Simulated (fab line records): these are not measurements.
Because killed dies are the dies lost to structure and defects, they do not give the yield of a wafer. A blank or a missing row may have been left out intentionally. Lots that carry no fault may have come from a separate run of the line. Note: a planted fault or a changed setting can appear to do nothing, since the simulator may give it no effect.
Chamber matching :: flow berkeley_cmos170 :: cmp-02 running UCB170_V1_CMP_02: 4 sister chambers
The step polishes SiO2. 8 wafers are shown with their chamber, then 9 later ones without.

WAFERS, EACH WITH ITS CHAMBER
wafer: L963.5
chamber: 2
motor_current_A (A): 14.8

wafer: L966.2
chamber: 1
motor_current_A (A): 12.5

wafer: L970.1
chamber: 1
motor_current_A (A): 12.2

wafer: L970.2
chamber: 2
motor_current_A (A): 16.0

wafer: L972.1
chamber: 0
motor_current_A (A): 16.1

wafer: L973.3
chamber: 3
motor_current_A (A): 18.7

wafer: L973.5
chamber: 0
motor_current_A (A): 15.9

wafer: L973.6
chamber: 3
motor_current_A (A): 17.9

WAFERS MISSING THEIR CHAMBER
wafer: L980.2
motor_current_A (A): 11.9

wafer: L980.4
motor_current_A (A): 17.0

wafer: L980.5
motor_current_A (A): 12.2

wafer: L981.1
motor_current_A (A): 11.9

wafer: L981.2
motor_current_A (A): 15.8

wafer: L981.5
motor_current_A (A): 12.5

wafer: L983.1
motor_current_A (A): 11.7

wafer: L983.3
motor_current_A (A): 17.7

wafer: L983.6
motor_current_A (A): 15.6

WHICH CHAMBER EACH WENT THROUGH
wafer: L980.2
from the rows above: 1
in truth: 1

wafer: L980.4
from the rows above: can't be placed: 0 or 3 or 2
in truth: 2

wafer: L980.5
from the rows above: 1
in truth: 1

wafer: L981.1
from the rows above: 1
in truth: 1

wafer: L981.2
from the rows above: can't be placed: 0 or 2
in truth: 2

wafer: L981.5
from the rows above: 1
in truth: 1

wafer: L983.1
from the rows above: 1
in truth: 1

wafer: L983.3
from the rows above: 3
in truth: 3

wafer: L983.6
from the rows above: can't be placed: 2 or 0
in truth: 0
Correctly placed: 6 of 9. Not placeable from these rows: 3 (in 3, the candidates include the true chamber). 0 placed wrongly.
How it was worked out, from the rows above alone: a wafer's distance from a chamber is the root of the sum, over the readings, of the square of ((its reading less the chamber's mean) divided by the reading's scatter). The wafer belongs to the nearest chamber; if the next one is less than 2 further off, it can't be placed. Each chamber's mean is taken over the wafers shown for it. The scatter: the root of (the sum of the squares of (reading less its chamber's mean) over the shown wafers, divided by (wafers less chambers)).
